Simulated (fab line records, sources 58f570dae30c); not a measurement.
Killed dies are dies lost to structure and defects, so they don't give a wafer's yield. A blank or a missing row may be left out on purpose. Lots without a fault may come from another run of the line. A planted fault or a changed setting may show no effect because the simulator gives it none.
Problem report in the 8D (eight disciplines) form, filled by code | flow berkeley_cmos170 | the parts of the form that need people (team, actions taken, sign-off) are left out

1. THE PROBLEM
V2_POLISHED_THK at UCB170_V2_THK_MEAS_04 reads a mean of 1352.4 nm on 3 wafers of 2 lots; wafers without a fault read 999.5 nm with a standard deviation of 1.4. That is +99 or more standard deviations from the usual mean.
First seen on wafer L822.6, day 12 02:23, on film_metro-04. The record holds 42 wafers of 14 lots with a number at this step. Rule for "out", or "out of limits": more than 4 standard deviations from the usual mean. The other wafers with a number count as sound.

2. WHAT IT IS AND WHAT IT IS NOT
question                    | is                     | is not
which readings at this step | V2_POLISHED_THK        | -
which lots                  | L822, L823             | L806, L807, L808, L809, L810, L811, L812, L813, L814, L821, L824, L828
which wafers of those lots  | L822.6, L823.1, L823.5 | L822.4, L822.5, L823.2
read on which gauges        | film_metro-04          | film_metro-01, film_metro-03
when                        | from day 12 02:23      | up to then (32 sound wafers); but 7 sound wafers of L823, L824, L828 came after

3. SUSPECTS, AND WHAT RULES EACH OUT
Counting: a tool at a process step up to the reading stays a suspect if it ran every lot that is out. Sound lots after the first of them don't rule it out here, since some wafers of a struck lot are sound.
- the gauge at UCB170_V2_THK_MEAS_04: ruled out. All the wafers that are out were read on film_metro-04, but those of them that UCB170_V2_ETCH_14 has rows for are out there too, on other tools.
- cmp-02 at UCB170_V2_CMP_02 (polishes SiO2): kept. It ran every lot that is out, first L822 (day 12 02:02); its last sound lot up to then is L814 (day 10 20:48).
- Within cmp-02 at UCB170_V2_CMP_02: the wafers that are out ran in chamber 1; their sound lot-mates ran in chambers 0, 2.
Left after counting: cmp-02 at UCB170_V2_CMP_02.

4. THE CAUSE (what the simulator had put in)
Process parameter drift: cmp-02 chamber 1, from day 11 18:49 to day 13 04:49, at UCB170_V2_CMP_02. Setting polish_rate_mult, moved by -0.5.
Counting left only this tool.

5. THE CHAIN OF EFFECTS, in route order
Each row: a reading whose mean over the struck wafers that have a number lies more than 3 standard deviations from the usual. Only readings for which the record gives a usual standard deviation are gone through. hours: the time from each lot's start at the first step in this table that gives one to its start at this step, as a median over the lots. sigmas: the change in usual standard deviations.
hours | step                  | reading              | usual      | on struck wafers | change | sigmas
0     | UCB170_V2_THK_MEAS_04 | V2_POLISHED_THK      | 999.5 nm   | 1352.4           | +352.9 | +99 or more
2     | UCB170_V2_ETCH_14     | oes_product_au       | 0.874 a.u. | 0.992            | +0.118 | +7.8
6     | UCB170_M3_PROBE_99    | defect_limited_yield | 98.7 %     | 0.5              | -98.2  | -99 or more
6     | UCB170_M3_PROBE_99    | killed_at_M0_to_M3   | 0.8        | 260.7            | +259.9 | +99 or more
6     | UCB170_M3_PROBE_99    | killed_dies          | 3.4        | 262.7            | +259.3 | +99 or more
6     | UCB170_M3_PROBE_99    | killed_on_rim        | 1.0        | 69.3             | +68.3  | +49
6     | UCB170_M3_PROBE_99    | sort_bin_5_function  | 0.8 %      | 99.1             | +98.3  | +99 or more
6     | UCB170_M3_PROBE_99    | sort_n_pass          | 260.6      | 1.3              | -259.3 | -99 or more
6     | UCB170_M3_PROBE_99    | sort_yield_pct       | 98.7 %     | 0.5              | -98.2  | -99 or more
The process steps in it:
- UCB170_V2_ETCH_14: etches SiO2 in CHF3/CF4/Ar, stops on Al, target depth 1250 nm, time 291 s.
- UCB170_M3_PROBE_99

6. WHAT WOULD HAVE CAUGHT IT SOONER
In this record the first reading out of limits at a measuring or inspecting step was taken at day 12 02:23, 8 hours after the fault began at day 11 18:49.
Of the tool readings at UCB170_V2_CMP_02 for which the record gives a usual standard deviation, none was out on any struck wafer, so an alarm limit of 4 standard deviations on them would not have fired.
Of the lots that are out (2), L823 began UCB170_V2_CMP_02 on cmp-02 after day 12 02:23. A hold on the tool at that time would have spared it.
